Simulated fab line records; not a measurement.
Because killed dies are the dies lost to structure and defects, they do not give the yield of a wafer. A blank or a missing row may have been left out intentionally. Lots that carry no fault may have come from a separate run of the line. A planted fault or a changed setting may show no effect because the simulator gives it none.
Which tool was responsible?	flow ritCmos	14 lots, 42 wafers sampled, at 4 steps of a route of 202

== WHAT EACH GAUGE READ, for each wafer ==
RIT_PWELL_OVL_MEAS_06. Usual: PWELL_OVL -1.3 nm, standard deviation 1.2.
lot	measured	on	PWELL_OVL (nm)	flag
L862	day 2 07:04	overlay-02	-1.9 -0.3 0.5	
L863	day 2 07:20	overlay-01	-2.2 -3.0 -2.6	
L864	day 2 15:18	overlay-02	-0.9 0.5 -0.3	
L865	day 2 16:49	overlay-02	-0.6 -2.1 -0.6	
L869	day 3 14:21	overlay-01	-2.8 -1.7 -3.6	
L870	day 3 21:59	overlay-02	1.0 -0.5 -1.1	
L872	day 4 01:46	overlay-02	-0.7 -1.2 -0.8	
L874	day 4 11:52	overlay-01	-1.8 -2.5	
L875	day 4 16:37	overlay-01	-0.9 -0.4 -2.5	
L876	day 4 23:00	overlay-01	0.1 -1.3	
L877	day 5 07:41	overlay-01	0.2 -0.5 0.3	
L880	day 5 21:00	overlay-01	-3.3 -3.5 -2.7	
L882	day 6 03:42	overlay-02	-0.7 -0.7 -0.6	
L884	day 6 15:30	overlay-01	-1.5 -1.9 -2.3	

RIT_GATE_THK_MEAS_09. Usual: GATE_POLY_THK 250.0 nm, standard deviation 2.2.
lot	measured	on	GATE_POLY_THK (nm)	flag
L862	day 3 00:52	filmMetro-02	249.3 247.8 248.7	
L863	day 3 03:04	filmMetro-02	250.8 249.6 252.4	
L864	day 3 04:42	filmMetro-02	251.5 249.5 250.1	
L865	day 3 09:14	filmMetro-02	246.1 245.5 246.9	
L869	day 4 09:45	filmMetro-03	250.0 253.4 251.4	
L870	day 4 12:58	filmMetro-02	249.0 250.1 248.4	
L872	day 4 21:26	filmMetro-01	249.3 249.7 248.4	
L874	day 5 06:07	filmMetro-01	253.4 253.7	
L875	day 5 10:59	filmMetro-01	247.8 250.9 250.8	
L876	day 5 16:29	filmMetro-02	248.6 250.4	
L877	day 5 23:12	filmMetro-02	249.4 248.9 248.8	
L880	day 6 13:46	filmMetro-02	246.3 246.8 246.7	
L882	day 6 17:01	filmMetro-02	253.3 253.7 251.7	
L884	day 7 06:05	filmMetro-02	247.4 250.3 249.2	

RIT_GATE_CD_MEAS_90 targets a cd of 150 nm. Usual: cdNm reads 150.9 nm (standard deviation 2.4).
lot	measured	on	cdNm (nm)	flag
L862	day 3 02:37	cdSem-01	151.0 150.8 151.3	
L863	day 3 04:35	cdSem-02	149.4 148.7 148.6	
L864	day 3 06:24	cdSem-01	150.1 149.2 151.7	
L865	day 3 10:52	cdSem-02	152.6 149.4 153.7	
L869	day 4 11:15	cdSem-02	149.2 150.4 150.0	
L870	day 4 14:28	cdSem-01	151.2 151.4 152.3	
L872	day 4 22:56	cdSem-02	145.4 147.5 147.8	
L874	day 5 07:44	cdSem-02	147.9 149.7	
L875	day 5 12:37	cdSem-02	152.1 152.9 153.7	
L876	day 5 18:06	cdSem-02	151.2 151.3	
L877	day 6 00:44	cdSem-02	150.2 146.5 145.6	
L880	day 6 15:17	cdSem-02	150.7 150.8 148.8	
L882	day 6 18:55	cdSem-01	154.4 155.3 154.3	
L884	day 7 07:44	cdSem-02	149.8 147.1 148.4	

== EACH LOT AND THE TOOL THAT RAN IT (in order: tool; ch and the chambers of the sampled wafers; start) ==
lot	RIT_ACTIVE_ETCH_13
L862	rieDiel-03 ch 2,3, day 1 19:53
L863	rieDiel-01 ch 1,2, day 1 20:08
L864	rieDiel-02 ch 0,2,3, day 2 02:19
L865	rieDiel-03 ch 0,1,3, day 2 08:10
L869	rieDiel-01 ch 1,3, day 3 03:46
L870	rieDiel-01 ch 2,3, day 3 07:46
L872	rieDiel-01 ch 1,3, day 3 18:08
L874	rieDiel-03 ch 1,2,3, day 4 02:50
L875	rieDiel-01 ch 2,3, day 4 09:26
L876	rieDiel-03 ch 0,1,3, day 4 12:50
L877	rieDiel-02 ch 2,3, day 4 18:33
L880	rieDiel-01 ch 0,2, day 5 11:50
L882	rieDiel-02 ch 2,3, day 5 19:06
L884	rieDiel-02 ch 1,2, day 6 05:26
- RIT_ACTIVE_ETCH_13: etches Si3N4 in SF6, stops on SiO2, time 210 s, target depth 210 nm.

== WHAT THE TOOLS THEMSELVES READ (means of the sampled wafers that have a number; where no wafer has one, the mark that the record gives instead) ==
RIT_ACTIVE_ETCH_13. Usual: drypumpMotorCurrentA 5.4 A, standard deviation 0.39; oesProductAu 0.820 a.u., standard deviation 0.013; throttleValvePct 7.46 %, standard deviation 0.081.
lot	tool	drypumpMotorCurrentA (A)	oesProductAu (a.u.)	throttleValvePct (%)	flag
L862	rieDiel-03	5.2	0.829	7.40	
L863	rieDiel-01	5.3	0.821	7.45	
L864	rieDiel-02	5.8	0.822	7.50	
L865	rieDiel-03	5.3	0.825	7.45	
L869	rieDiel-01	5.8	0.803	7.53	
L870	rieDiel-01	5.2	0.816	7.46	
L872	rieDiel-01	5.8	0.806	7.52	
L874	rieDiel-03	5.3	0.797	7.43	
L875	rieDiel-01	5.4	0.814	7.49	
L876	rieDiel-03	5.3	0.799	7.45	
L877	rieDiel-02	6.0	0.820	7.55	
L880	rieDiel-01	4.9	0.828	7.44	
L882	rieDiel-02	5.9	0.822	7.55	
L884	rieDiel-02	5.7	0.829	7.58	

== THE ANSWER, worked out from the rows above alone ==
Rule: lot off if the mean of its wafers having a number is beyond 3 standard deviations from the usual mean. Also off: a lot with no number at a reading for which 4 or more lots have one. Where the step has rows for the other lots, those lots are counted as sound. Order of review: gauges by route order, followed by the tools' own readings, for which a lot's mean as printed above is used. At the first step where some lot is off, the reading lying furthest off is the one used; lots without a number count as furthest.
None of the lots is off at any reading shown; this tells nothing.

== WHAT WAS PUT IN BY THE SIMULATOR ==
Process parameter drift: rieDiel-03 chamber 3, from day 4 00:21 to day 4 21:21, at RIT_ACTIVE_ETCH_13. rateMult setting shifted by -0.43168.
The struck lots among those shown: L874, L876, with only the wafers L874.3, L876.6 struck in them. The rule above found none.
